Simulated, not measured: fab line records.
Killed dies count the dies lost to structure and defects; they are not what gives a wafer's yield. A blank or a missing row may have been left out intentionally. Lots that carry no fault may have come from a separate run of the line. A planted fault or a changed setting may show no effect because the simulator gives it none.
A struck lot beside a sound one	flow rit cmos	15 out of 202 route steps
Sound: the wafers L409.2, L409.4, L409.6. Struck: wafers L396.2, L396.4, L396.6. Last of all comes the cause.
Per side, at each step with rows, come the tool, then ch with its chambers, and then its first start. Under that, the readings that differ: sound wafers	struck wafers	difference of the means	sigmas: that difference in standard deviations of wafers without a fault.
alike: same words and numbers on both sides, and readings whose means sit less than 2 such deviations apart. not compared: any withheld reading, any reading some wafer has no value for, any bound like >300 that may hide the same value, and any number with overlapping values for which the record gives no deviation.
A row with sigmas, a row that says differs or no value, or rows on one side alone: a step with any of these is where the two part. Numbers that don't overlap but have no deviation are shown without sigmas and don't part them. Lack of a reading on every wafer of one side parts them only where that side has two or more wafers.

first, 5 steps without rows for these wafers: RIT_M1_COAT_04 (resist thk 1300 nm); RIT_M1_SOFTBAKE_05 (time 60 s); RIT_M1_EXPOSE_06 (exposes mask M12, target cd 2600 nm); RIT_M1_PEB_07; RIT_M1_DEVELOP_08 (develop time 68 s).
RIT_M1_CD_MEAS_09: target cd 2600 nm.
  sound on cd sem-01 at day 7 08:58; struck on cd sem-02 at day 4 19:01
  alike: cd nm
RIT_M1_OVL_MEAS_10:
  sound on overlay-01 at day 7 09:05; struck on overlay-02 at day 4 19:07
  alike: M1_OVL
then, 1 step without rows for these wafers: RIT_M1_HARDBAKE_11 (time 120 s).
RIT_M1_METAL_ETCH_12: etches Al in Cl2/BCl3, stops on SiO2, time 165 s, target depth 600 nm.
  sound on rie metal-01 ch 0,1, day 7 09:22; struck on rie metal-01 ch 0,1, day 4 19:24
  alike: drypump motor current A, oes product au, throttle valve pct
  not compared: rf hours counter h
then, 1 step without rows for these wafers: RIT_M1_STRIP_13 (strips in nmp, time 600 s).
RIT_M1_STRIP_14: strips in O2, time 180 s.
  sound on plasma asher-04 ch 0,1, day 7 09:41; struck on plasma asher-01 ch 0,1, day 4 19:46
  alike: drypump motor current A, rf refl power W
  not compared: rf hours counter h
RIT_M1_CD_MEAS_90: target cd 2600 nm.
  sound on cd sem-02 at day 7 09:53; struck on cd sem-01 at day 4 19:57
  alike: cd nm
RIT_M1_ANNEAL_15: time 1800 s.
  sound on furnace-02 ch 0, day 7 09:59; struck on furnace-02 ch 0, day 5 03:09
reading	sound	struck	difference	sigmas
spike tc centre C (C)	451.9 452.2 451.7	522.4 523.0 523.7	+71.1	+80
spike tc load C (C)	473.5 472.2 474.5	543.1 544.2 545.1	+70.7	+64
spike tc source C (C)	470.4 470.4 471.3	542.6 541.0 540.4	+70.6	+71
tube center temp C (C)	450.01 449.99 449.99	520.01 519.99 520.04	+70.02	+99 or more
tube_center_temp_C_max	451.19 451.26 451.20	521.15 521.19 521.56	+70.08	+99 or more
zone power centre pct (%)	19.61 19.67 19.40	22.90 22.62 23.51	+3.45	+18
zone power load pct (%)	6.47 6.57 6.58	8.37 8.17 8.43	+1.78	+30
zone power source pct (%)	6.62 6.56 6.67	8.37 8.19 8.50	+1.74	+27
RIT_M1_BOW_MEAS_16:
  sound on film metro-01 at day 7 11:31; struck on film metro-03 at day 5 04:40
  alike: M1_BOW
RIT_M1_PROBE_99:
  sound on prober-01 at day 7 11:40; struck on prober-01 at day 5 04:49
reading	sound	struck	difference	sigmas
model.etest.tester.sort n pass	256 261 259	0 0 0	-259	
model.etest.tester.sort_bin_3_pct (%)	0.3788 0 0	97.35 96.97 98.48	+97.47	
model.etest.tester.sort yield pct (%)	96.97 98.86 98.11	0 0 0	-98	
model.etest.diode nplus comb.short	0 0 0	1 1 1	+1	
model.etest.pmos_0p3.over limit	0 0 0	1 1 1	+1	
model.etest.nmos turned.short	0 0 0	1 1 1	+1	
model.etest.nmos_0p3.over limit	0 0 0	1 1 1	+1	
model.etest.nmos narrow.short	0 0 0	1 1 1	+1	
  alike: defect limited yield, killed at contacts, killed at front end, killed dies, killed open, killed short

WHERE THEY PART
Only at RIT_M1_ANNEAL_15, as far as this record shows. Later steps at which nothing parts them and some readings are alike: RIT_M1_BOW_MEAS_16, RIT_M1_PROBE_99.

WHY: what had been put in by the simulator
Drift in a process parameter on furnace-02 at RIT_M1_ANNEAL_15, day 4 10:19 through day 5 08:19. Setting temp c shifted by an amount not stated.
